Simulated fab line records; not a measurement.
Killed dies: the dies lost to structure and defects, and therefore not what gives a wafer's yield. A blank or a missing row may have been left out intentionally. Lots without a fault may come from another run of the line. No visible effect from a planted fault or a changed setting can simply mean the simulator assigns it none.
Chamber matching    flow berkeley cmos170    UCB170_ACTIVE_CLEAN_17 on wet bench-02 has 3 sister chambers
The step cleans in SPM, time 600 s. 6 wafers are shown with their chamber, then 10 later ones without.

## WAFERS, EACH WITH ITS CHAMBER
wafer   chamber  bath guard temp C (C)
L513.3  1        120.1
L513.6  1        120.0
L514.3  0        120.0
L514.6  0        120.1
L516.1  2        119.6
L516.4  2        119.8

## WAFERS MISSING THEIR CHAMBER
wafer   bath guard temp C (C)
L516.6  120.1
L521.2  119.9
L521.5  119.8
L521.6  120.0
L522.3  120.0
L522.5  120.0
L522.6  119.8
L525.1  119.9
L525.2  119.9
L525.3  120.1

## CHAMBER TAKEN BY EACH
wafer   from the rows above           in truth
L516.6  can't be placed: 0 or 1       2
L521.2  can't be placed: 0 or 1 or 2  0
L521.5  can't be placed: 2 or 0 or 1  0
L521.6  can't be placed: 0 or 1       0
L522.3  can't be placed: 0 or 1       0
L522.5  can't be placed: 0 or 1       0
L522.6  can't be placed: 2 or 0 or 1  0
L525.1  can't be placed: 0 or 1 or 2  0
L525.2  can't be placed: 0 or 1 or 2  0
L525.3  can't be placed: 0 or 1       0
Correctly placed: 0 of 10. From these rows, 10 cannot be placed; in 9 the true chamber is one of the candidates. Number placed wrongly: 0.
How it was worked out, from the rows above alone: a wafer's distance from a chamber is the root of the sum, over the readings, of the square of ((its reading less the chamber's mean) divided by the reading's scatter). If the next closest chamber is less than 2 further off than the closest, the wafer can't be placed; otherwise it belongs to the closest. A chamber's mean is the mean of its shown wafers. How the scatter is found: for the shown wafers, subtract from each reading the mean of its chamber, square and add these, divide the total by (wafers less chambers), then take the root.
